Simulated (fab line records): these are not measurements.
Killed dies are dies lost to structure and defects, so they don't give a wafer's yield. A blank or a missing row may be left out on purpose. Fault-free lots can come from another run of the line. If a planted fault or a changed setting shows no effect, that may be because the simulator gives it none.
Code-filled problem report in 8D (eight disciplines) form / flow rit cmos / the parts of the form that need people (team, actions taken, sign-off) are left out

== 1. PROBLEM STATEMENT ==
At RIT_SPACER_ETCHBACK_05, run length s averages 364.3 s over 6 wafers from 2 lots, while fault-free wafers read 268.2 s, standard deviation 0.44. That is +99 or more standard deviations from the usual mean.
The step: etches Si3N4 in SF6/CHF3, stops on SiO2, target depth 250 nm, time 240 s.
Earliest sighting: wafer L477.3 on rie diel-01 at day 6 17:07. At this step, 42 wafers from 14 lots have a number in the record. Rule for "out" (also "out of limits"): further than 4 standard deviations from the usual mean. All remaining wafers that have a number are taken as sound.

== 2. WHAT IT IS; WHAT IT IS NOT ==
question=which readings at this step | is=run length s, oes product au | is not=drypump motor current A, rf fwd power W, throttle valve pct
question=which lots | is=L477, L478 | is not=L461, L462, L463, L465, L466, L469, L470, L471, L473, L475, L476, L479
question=which wafers of those lots | is=all that have a number | is not=-
question=read on which tools | is=rie diel-01 | is not=rie diel-03, rie diel-04
question=when | is=from day 6 17:07 | is not=up to then (33 sound wafers); but 3 sound wafers of L479 came after

== 3. THE SUSPECTS, EACH WITH WHAT RULES IT OUT ==
Counting: a tool at any process step up to the reading remains a suspect when it ran all the lots that are out and ran no sound lot after the first of those.
- rie diel-01 at RIT_SPACER_ETCHBACK_05 (etches Si3N4 in SF6/CHF3, stops on SiO2, target depth 250 nm, time 240 s): kept. Every lot that is out went through it, starting with L477 (day 6 17:07), and after that it ran no sound lot; the last sound lot it ran before then is L473 (day 5 21:56). Out on those wafers are its own readings of oes product au, run length s.
After counting, what remains is rie diel-01 at RIT_SPACER_ETCHBACK_05.

== 4. THE CAUSE (what the simulator had put in) ==
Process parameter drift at RIT_SPACER_ETCHBACK_05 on rie diel-01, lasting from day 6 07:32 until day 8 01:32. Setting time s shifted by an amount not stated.
This tool alone remained once counting was done.

== 5. THE CHAIN OF EFFECTS, in route order ==
Each row: a reading where the mean over the struck wafers with a number is more than 3 standard deviations away from the usual. Only readings for which the record gives a usual standard deviation are gone through. hours: the time from each lot's start at the first step in this table that gives one to its start at this step, as a median over the lots. sigmas: the change in usual standard deviations.
hours=0; step=RIT_SPACER_ETCHBACK_05; reading=oes product au; usual=0.845 a.u.; on struck wafers=0.670; change=-0.175; sigmas=-11
hours=0; step=RIT_SPACER_ETCHBACK_05; reading=run length s; usual=268.2 s; on struck wafers=364.3; change=+96.1; sigmas=+99 or more
Here are the process steps it includes:
- RIT_SPACER_ETCHBACK_05: etches Si3N4 in SF6/CHF3, stops on SiO2, target depth 250 nm, time 240 s.

== 6. WHAT WOULD HAVE CAUGHT IT SOONER ==
In this record no reading fell out of limits until day 6 17:07, 10 hours after the fault had begun at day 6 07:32.
